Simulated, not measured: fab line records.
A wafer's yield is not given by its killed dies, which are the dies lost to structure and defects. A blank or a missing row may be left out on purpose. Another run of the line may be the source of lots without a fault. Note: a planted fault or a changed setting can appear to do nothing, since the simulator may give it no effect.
Matching of chambers || flow berkeleyCmos170 || 4 sister chambers for UCB170_FIELD_WET_ETCH_04 on wetBench-02
The step etches SiO2 in dHF, time 60 s. 8 wafers are shown with their chamber, then 12 later ones without.

WAFERS WITH THEIR CHAMBER
{"wafer": "L174.4", "chamber": 3, "bathHeatDutyPct (%)": 5.8}
{"wafer": "L174.5", "chamber": 3, "bathHeatDutyPct (%)": 6.6}
{"wafer": "L181.2", "chamber": 2, "bathHeatDutyPct (%)": 7.8}
{"wafer": "L181.4", "chamber": 2, "bathHeatDutyPct (%)": 8.0}
{"wafer": "L182.4", "chamber": 0, "bathHeatDutyPct (%)": 5.3}
{"wafer": "L182.6", "chamber": 0, "bathHeatDutyPct (%)": 5.6}
{"wafer": "L188.5", "chamber": 1, "bathHeatDutyPct (%)": 6.1}
{"wafer": "L188.6", "chamber": 1, "bathHeatDutyPct (%)": 5.9}

WAFERS WITHOUT THEIR CHAMBER
{"wafer": "L189.4", "bathHeatDutyPct (%)": 6.6}
{"wafer": "L189.5", "bathHeatDutyPct (%)": 5.9}
{"wafer": "L189.6", "bathHeatDutyPct (%)": 7.1}
{"wafer": "L191.1", "bathHeatDutyPct (%)": 5.0}
{"wafer": "L191.3", "bathHeatDutyPct (%)": 4.7}
{"wafer": "L191.5", "bathHeatDutyPct (%)": 4.7}
{"wafer": "L192.1", "bathHeatDutyPct (%)": 5.8}
{"wafer": "L192.2", "bathHeatDutyPct (%)": 5.1}
{"wafer": "L192.5", "bathHeatDutyPct (%)": 6.5}
{"wafer": "L193.1", "bathHeatDutyPct (%)": 5.5}
{"wafer": "L193.4", "bathHeatDutyPct (%)": 5.2}
{"wafer": "L193.6", "bathHeatDutyPct (%)": 5.4}

CHAMBER TAKEN BY EACH
{"wafer": "L189.4", "from the rows above": "can't be placed: 3 or 1", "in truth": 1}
{"wafer": "L189.5", "from the rows above": "can't be placed: 1 or 3 or 0", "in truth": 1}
{"wafer": "L189.6", "from the rows above": "can't be placed: 2 or 3 or 1", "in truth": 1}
{"wafer": "L191.1", "from the rows above": "can't be placed: 0 or 1", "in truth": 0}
{"wafer": "L191.3", "from the rows above": "can't be placed: 0 or 1", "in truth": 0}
{"wafer": "L191.5", "from the rows above": "can't be placed: 0 or 1", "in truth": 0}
{"wafer": "L192.1", "from the rows above": "can't be placed: 1 or 0 or 3", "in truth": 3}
{"wafer": "L192.2", "from the rows above": "can't be placed: 0 or 1", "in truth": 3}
{"wafer": "L192.5", "from the rows above": "can't be placed: 3 or 1", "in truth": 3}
{"wafer": "L193.1", "from the rows above": "can't be placed: 0 or 1", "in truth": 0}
{"wafer": "L193.4", "from the rows above": "can't be placed: 0 or 1", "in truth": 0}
{"wafer": "L193.6", "from the rows above": "can't be placed: 0 or 1", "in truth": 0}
Placed correctly: 0 of 12. Can't be placed from these rows: 12 (the true chamber is among the candidates in 11). 0 placed wrongly.
How it was worked out, from the rows above alone: a wafer's distance from a chamber is the root of the sum, over the readings, of the square of ((its reading less the chamber's mean) divided by the reading's scatter). The wafer belongs to the nearest chamber; if the next one is less than 2 further off, it can't be placed. For every chamber, the mean is computed from those of its wafers that are shown. The scatter: take each reading less its chamber's mean, square it, sum over the shown wafers, divide by the number of wafers less the number of chambers, and take the root.
